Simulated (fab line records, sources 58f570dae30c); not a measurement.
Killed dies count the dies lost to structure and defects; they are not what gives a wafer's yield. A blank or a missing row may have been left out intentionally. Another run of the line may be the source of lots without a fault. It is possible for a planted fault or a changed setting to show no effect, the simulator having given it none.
Which tool was responsible? | flow berkeley-cmos170 | Sampling: 13 lots, 39 wafers, 2 of 331 route steps

== WHAT EACH GAUGE READ, for each wafer ==
UCB170_ACTIVE_CD_MEAS_13: the cd target is 1200 nm.
lot  | measured    | on        | cd-nm (nm)
L419 | day 5 09:54 | cd-sem-01 | 1200.1 1200.4 1201.1
L420 | day 5 09:59 | cd-sem-02 | 1197.8 1198.6 1197.9
L422 | day 5 21:28 | cd-sem-02 | 1200.3 1201.5 1200.4
L421 | day 5 21:28 | cd-sem-01 | 1201.6 1200.9 1200.7
L424 | day 6 10:45 | cd-sem-01 | 1199.5 1198.9 1198.6
L423 | day 6 11:01 | cd-sem-01 | 1203.5 1203.3 1202.9
L426 | day 7 02:08 | cd-sem-02 | 1380.3 1380.0 1380.2
L427 | day 7 02:35 | cd-sem-01 | 1198.6 1198.1 1198.2
L434 | day 8 09:58 | cd-sem-02 | 1199.8 1201.2 1201.2
L437 | day 8 20:04 | cd-sem-01 | 1200.4 1201.7 1202.5
L436 | day 8 20:20 | cd-sem-01 | 1199.1 1199.3 1198.4
L439 | day 9 08:30 | cd-sem-02 | 1201.0 1200.7 1201.3
L440 | day 9 08:44 | cd-sem-01 | 1203.3 1201.3 1201.0

== WHAT TOOL EACH LOT RAN ON (gives the tool, then ch and the chambers of the sampled wafers, and finally the start) ==
lot  | UCB170_ACTIVE_EXPOSE_10
L419 | krf-scanner-01 ch 0, day 5 08:56
L420 | krf-scanner-02 ch 0, day 5 09:17
L422 | krf-scanner-01 ch 0, day 5 20:45
L421 | krf-scanner-02 ch 0, day 5 20:59
L424 | krf-scanner-02 ch 0, day 6 10:22
L423 | krf-scanner-01 ch 0, day 6 10:37
L426 | krf-scanner-01 ch 0, day 7 01:44
L427 | krf-scanner-02 ch 0, day 7 01:58
L434 | krf-scanner-01 ch 0, day 8 09:34
L437 | krf-scanner-01 ch 0, day 8 19:40
L436 | krf-scanner-02 ch 0, day 8 19:56
L439 | krf-scanner-01 ch 0, day 9 07:57
L440 | krf-scanner-02 ch 0, day 9 08:09
- UCB170_ACTIVE_EXPOSE_10: exposes mask ACTIVE, target cd 1200 nm.

== AS READ BY THE TOOLS THEMSELVES (means over the sampled wafers that have a number; for cases with no such wafer, the mark the record gives instead) ==
UCB170_ACTIVE_EXPOSE_10.
lot  | tool           | stage-vel-mm-s (mm/s)
L419 | krf-scanner-01 | 499.76
L420 | krf-scanner-02 | 500.23
L422 | krf-scanner-01 | 499.58
L421 | krf-scanner-02 | 500.20
L424 | krf-scanner-02 | 499.96
L423 | krf-scanner-01 | 500.25
L426 | krf-scanner-01 | 500.57
L427 | krf-scanner-02 | 499.78
L434 | krf-scanner-01 | 500.36
L437 | krf-scanner-01 | 500.28
L436 | krf-scanner-02 | 499.82
L439 | krf-scanner-01 | 499.79
L440 | krf-scanner-02 | 500.16

== THE ANSWER, worked out from the rows above alone ==
Rule: the lots themselves supply what counts as usual. The widest of any qualifying gaps counts: lots, ordered by their means at a reading, are off when they make up no more than a third of the lots, leave a main group of 4 or more, and stand apart from it by 3 or more times the standard deviation of that group's means. The tables above print the reading to a certain number of digits; a main group whose means all agree to those digits is not used. A lot without any number at a reading at which 4 lots or more have one is off too. Where the step has rows for the other lots, those lots are counted as sound. After the gauges, taken in route order, come the tools' own readings; for these a lot's mean is taken, as printed above. At the first step where some lot is off, the reading lying furthest off is the one used; lots without a number count as furthest.
Off: L426 (UCB170_ACTIVE_CD_MEAS_13, cd-nm). The main group has a mean of 1200.4 nm with a standard deviation of 1.5.
If a tool, at a process step before that reading, ran all the lots that are off and no sound lot after the first of them, it fits. The gauges at UCB170_ACTIVE_CD_MEAS_13 are tried like those tools. Not one of the candidates tried fits.

== WHAT THE SIMULATOR HAD INSERTED ==
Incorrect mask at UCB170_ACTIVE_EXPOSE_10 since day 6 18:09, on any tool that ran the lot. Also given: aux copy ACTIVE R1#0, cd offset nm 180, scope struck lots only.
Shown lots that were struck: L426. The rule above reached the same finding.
